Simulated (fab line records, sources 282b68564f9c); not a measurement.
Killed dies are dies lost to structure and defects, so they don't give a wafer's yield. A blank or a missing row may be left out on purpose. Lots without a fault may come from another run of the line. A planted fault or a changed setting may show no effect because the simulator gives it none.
Which tool did it? | flow rit_cmos | 7 lots, 21 wafers sampled, at 2 steps of a route of 202

WHAT THE GAUGES READ, wafer by wafer
RIT_NRETRO_TW_MEAS_10.
lot  | measured    | on            | NRETRO_TW
L187 | day 2 11:11 | film_metro-02 | 1055 1051 1047
L189 | day 2 23:24 | film_metro-03 | 1059 1064 1055
L193 | day 3 19:25 | film_metro-03 | 1054 1048 1055
L197 | day 4 16:35 | film_metro-03 | 1120 1110 1109
L199 | day 5 03:25 | film_metro-01 | 1102 1097 1095
L205 | day 6 12:38 | film_metro-01 | 1051 1056 1047
L207 | day 7 02:50 | film_metro-03 | 1062 1064 1066

WHICH TOOL RAN EACH LOT (tool, then ch and the chambers of the sampled wafers, then the start)
lot  | RIT_NRETRO_IMPLANT_08
L187 | implanter-02 ch 0, day 2 10:52
L189 | implanter-03 ch 0, day 2 23:07
L193 | implanter-01 ch 0, day 3 19:06
L197 | implanter-03 ch 0, day 4 16:18
L199 | implanter-03 ch 0, day 5 03:06
L205 | implanter-01 ch 0, day 6 12:20
L207 | implanter-02 ch 0, day 7 02:31
- RIT_NRETRO_IMPLANT_08

THE ANSWER, worked out from the rows above alone
Rule: what is usual is taken from the lots themselves. Put in order of their means at a reading, lots are off if they are a third of the lots or fewer, leave a main group of 4 or more, and stand apart from it by a gap of 3 or more times the standard deviation of the main group's means; of several such gaps the widest counts. A main group whose means are all the same, to the digits that the tables above print for the reading, isn't used. A lot without any number at a reading at which 4 lots or more have one is off too. The other lots that the step has rows for count as sound.
Off: L197, L199, at RIT_NRETRO_TW_MEAS_10 (NRETRO_TW). The main group: mean 1056, standard deviation 5.2.
A tool fits if, at a process step before that reading, it ran every lot that is off, and no sound lot after the first of them. The gauges at RIT_NRETRO_TW_MEAS_10 are tried like those tools. One fits: implanter-03 at RIT_NRETRO_IMPLANT_08. Its last sound lot is L189 (day 2 23:07), its first lot that is off L197 (day 4 16:18): a fault that began between those two fits.

WHAT THE SIMULATOR HAD PUT IN
Process parameter drift: implanter-03, from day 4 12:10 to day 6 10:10, at RIT_NRETRO_IMPLANT_08. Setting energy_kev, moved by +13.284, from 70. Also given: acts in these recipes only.
Lots struck among those shown: L197, L199. The rule above found the same.
